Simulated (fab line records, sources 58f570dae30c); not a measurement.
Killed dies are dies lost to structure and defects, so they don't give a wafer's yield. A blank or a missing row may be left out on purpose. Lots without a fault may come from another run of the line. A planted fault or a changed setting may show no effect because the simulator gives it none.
Problem report in the 8D (eight disciplines) form, filled by code | flow berkeley_cmos170 | the parts of the form that need people (team, actions taken, sign-off) are left out

1. THE PROBLEM
SPACER_TEOS_THK at UCB170_SPACER_THK_MEAS_01 reads a mean of 255 nm on 4 wafers of 3 lots; wafers without a fault read 378 nm with a standard deviation of 5.2. That is -24 standard deviations from the usual mean.
First seen on wafer L995.6, day 10 04:15, on film_metro-03. The record holds 43 wafers of 15 lots with a number at this step. Rule for "out", or "out of limits": more than 4 standard deviations from the usual mean. The other wafers with a number count as sound.

2. WHAT IT IS AND WHAT IT IS NOT
question                    | is                             | is not
which readings at this step | SPACER_TEOS_THK                | -
which lots                  | L995, L996, L997               | L103, L105, L982, L984, L985, L987, L988, L989, L990, L992, L993, L998
which wafers of those lots  | L995.6, L996.6, L997.3, L997.5 | L996.2, L996.5, L997.6
read on which gauges        | film_metro-02, film_metro-03   | film_metro-01
when                        | from day 10 04:15              | up to then (27 sound wafers); but 12 sound wafers of L103, L105, L996, L997, L998 came after

3. SUSPECTS, AND WHAT RULES EACH OUT
Counting: a tool at a process step up to the reading stays a suspect if it ran every lot that is out. Sound lots after the first of them don't rule it out here, since some wafers of a struck lot are sound.
- the gauge at UCB170_SPACER_THK_MEAS_01: ruled out. The wafers that are out were read on 2 gauges (film_metro-02, film_metro-03).
- pecvd-01 at UCB170_SPACER_CVD_00 (deposits SiO2 from TEOS/O2, target thk 376 nm, time 47 s): kept. It ran every lot that is out, first L995 (day 10 04:11); its last sound lot up to then is L993 (day 9 03:11).
- Within pecvd-01 at UCB170_SPACER_CVD_00: the wafers that are out ran in chamber 1; their sound lot-mates ran in chambers 0, 2.
Left after counting: pecvd-01 at UCB170_SPACER_CVD_00.

4. THE CAUSE (what the simulator had put in)
Process parameter drift: pecvd-01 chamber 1, from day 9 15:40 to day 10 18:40, at UCB170_SPACER_CVD_00. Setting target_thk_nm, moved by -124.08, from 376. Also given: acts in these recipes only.
Counting left only this tool.

5. THE CHAIN OF EFFECTS, in route order
Each row: a reading whose mean over the struck wafers that have a number lies more than 3 standard deviations from the usual. Only readings for which the record gives a usual standard deviation are gone through. hours: the time from each lot's start at the first step in this table that gives one to its start at this step, as a median over the lots. sigmas: the change in usual standard deviations.
hours | step                      | reading         | usual      | on struck wafers | change | sigmas
0     | UCB170_SPACER_THK_MEAS_01 | SPACER_TEOS_THK | 378 nm     | 255              | -123   | -24
6     | UCB170_SPACER_ETCHBACK_03 | oes_product_au  | 0.905 a.u. | 0.692            | -0.213 | -13
The process steps in it:
- UCB170_SPACER_ETCHBACK_03: etches SiO2 in CHF3/CF4/Ar, stops on Si, target depth 376 nm, time 100 s.

6. WHAT WOULD HAVE CAUGHT IT SOONER
In this record the first reading out of limits at a measuring or inspecting step was taken at day 10 04:15, 13 hours after the fault began at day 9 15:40.
Of the tool readings at UCB170_SPACER_CVD_00 for which the record gives a usual standard deviation, none was out on any struck wafer, so an alarm limit of 4 standard deviations on them would not have fired.
Of the lots that are out (3), L996, L997 began UCB170_SPACER_CVD_00 on pecvd-01 after day 10 04:15. A hold on the tool at that time would have spared those 2.
